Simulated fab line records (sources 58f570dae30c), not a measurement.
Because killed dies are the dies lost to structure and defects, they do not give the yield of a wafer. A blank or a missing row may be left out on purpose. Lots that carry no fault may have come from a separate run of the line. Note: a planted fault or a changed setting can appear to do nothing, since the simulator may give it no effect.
Split-lot trial :: flow berkeleyCmos170 :: 5 lots, 23 wafers read, on a route of 331 steps

THE SPLIT ITSELF
At UCB170_PWELL_IMPLANT_15, the setting doseCm2 was moved away from the recipe's 5e+12 on 8 of the 23 wafers read, by -6.7% to -4.3%. For the rest of the wafers, this setting stayed at what the recipe calls for.

FROM SPLIT TO READING: 1 step shown by the file between the two
- UCB170_PWELL_STRIP_16: strips in O2

THE READING
PWELL_TW, at UCB170_PWELL_TW_MEAS_17. Fault-free wafers of this fab line usually give 378, standard deviation 3.4.

wafer: L074.1
tool, chamber at the split: implanter-02, 0
doseCm2 as run: 4.667e+12
against the recipe: -6.7%
PWELL_TW: 365
against lot-mates on the recipe: -10

wafer: L074.2
tool, chamber at the split: implanter-02, 0
doseCm2 as run: 5e+12
against the recipe: recipe
PWELL_TW: 375
against lot-mates on the recipe: -

wafer: L074.3
tool, chamber at the split: implanter-02, 0
doseCm2 as run: 4.667e+12
against the recipe: -6.7%
PWELL_TW: 369
against lot-mates on the recipe: -6

wafer: L074.4
tool, chamber at the split: implanter-02, 0
doseCm2 as run: 4.667e+12
against the recipe: -6.7%
PWELL_TW: 366
against lot-mates on the recipe: -8

wafer: L074.6
tool, chamber at the split: implanter-02, 0
doseCm2 as run: 5e+12
against the recipe: recipe
PWELL_TW: 374
against lot-mates on the recipe: -

wafer: L077.1
tool, chamber at the split: implanter-03, 0
doseCm2 as run: 5e+12
against the recipe: recipe
PWELL_TW: 377
against lot-mates on the recipe: -

wafer: L077.2
tool, chamber at the split: implanter-03, 0
doseCm2 as run: 5e+12
against the recipe: recipe
PWELL_TW: 377
against lot-mates on the recipe: -

wafer: L077.3
tool, chamber at the split: implanter-03, 0
doseCm2 as run: 4.783e+12
against the recipe: -4.3%
PWELL_TW: 372
against lot-mates on the recipe: -5

wafer: L077.4
tool, chamber at the split: implanter-03, 0
doseCm2 as run: 5e+12
against the recipe: recipe
PWELL_TW: 376
against lot-mates on the recipe: -

wafer: L077.6
tool, chamber at the split: implanter-03, 0
doseCm2 as run: 4.783e+12
against the recipe: -4.3%
PWELL_TW: 373
against lot-mates on the recipe: -4

wafer: L080.2
tool, chamber at the split: implanter-02, 0
doseCm2 as run: 5e+12
against the recipe: recipe
PWELL_TW: 381
against lot-mates on the recipe: -

wafer: L080.3
tool, chamber at the split: implanter-02, 0
doseCm2 as run: 5e+12
against the recipe: recipe
PWELL_TW: 380
against lot-mates on the recipe: -

wafer: L080.6
tool, chamber at the split: implanter-02, 0
doseCm2 as run: 5e+12
against the recipe: recipe
PWELL_TW: 379
against lot-mates on the recipe: -

wafer: L085.1
tool, chamber at the split: implanter-02, 0
doseCm2 as run: 5e+12
against the recipe: recipe
PWELL_TW: 374
against lot-mates on the recipe: -

wafer: L085.2
tool, chamber at the split: implanter-02, 0
doseCm2 as run: 4.667e+12
against the recipe: -6.7%
PWELL_TW: 366
against lot-mates on the recipe: -7

wafer: L085.3
tool, chamber at the split: implanter-02, 0
doseCm2 as run: 4.667e+12
against the recipe: -6.7%
PWELL_TW: 365
against lot-mates on the recipe: -8

wafer: L085.4
tool, chamber at the split: implanter-02, 0
doseCm2 as run: 4.667e+12
against the recipe: -6.7%
PWELL_TW: 365
against lot-mates on the recipe: -8

wafer: L085.5
tool, chamber at the split: implanter-02, 0
doseCm2 as run: 5e+12
against the recipe: recipe
PWELL_TW: 372
against lot-mates on the recipe: -

wafer: L084.1
tool, chamber at the split: implanter-04, 0
doseCm2 as run: 5e+12
against the recipe: recipe
PWELL_TW: 379
against lot-mates on the recipe: -

wafer: L084.2
tool, chamber at the split: implanter-04, 0
doseCm2 as run: 5e+12
against the recipe: recipe
PWELL_TW: 379
against lot-mates on the recipe: -

wafer: L084.3
tool, chamber at the split: implanter-04, 0
doseCm2 as run: 5e+12
against the recipe: recipe
PWELL_TW: 380
against lot-mates on the recipe: -

wafer: L084.4
tool, chamber at the split: implanter-04, 0
doseCm2 as run: 5e+12
against the recipe: recipe
PWELL_TW: 378
against lot-mates on the recipe: -

wafer: L084.6
tool, chamber at the split: implanter-04, 0
doseCm2 as run: 5e+12
against the recipe: recipe
PWELL_TW: 378
against lot-mates on the recipe: -

THE FIT
A straight line over all 23 wafers: PWELL_TW changes by +1.63 for each +1% of doseCm2; r = +0.90; the points scatter about the line by 2.4.
The same after taking each lot's own level away (the mean of its wafers on the recipe; 23 wafers): +1.14 for each +1%; r = +0.97; scatter 0.96.
The reading moves by 7.6 for the largest change in doseCm2, on that fit.
The lots' own levels span 373.0 to 380.0, that is 2.1 times the standard deviation above.
So the lot-to-lot level changes the slope: the two fits differ.
Check: with one of the wafers moved furthest among these (-6.7%) left out of the fit, the line predicts -7.26 for it against its lot-mates. Against them it came out at -9.5.

FURTHER SPLITS ON THESE WAFERS
Note: prior to the reading, these wafers also went through further splits. Each is held against what the fit with the lots' levels taken away leaves over:
other split on the same wafers: UCB170_NWELL_COAT_07 resistThkNm
wafers away from the commonest value: 6
r with PWELL_TW (lot level and that fit taken away): +0.09

other split on the same wafers: UCB170_NWELL_IMPLANT_14 energyKev
wafers away from the commonest value: 5
r with PWELL_TW (lot level and that fit taken away): +0.43

THE FILE'S OWN FIT
PWELL_TW changes by +1.14 for each +1% of doseCm2, r = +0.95.
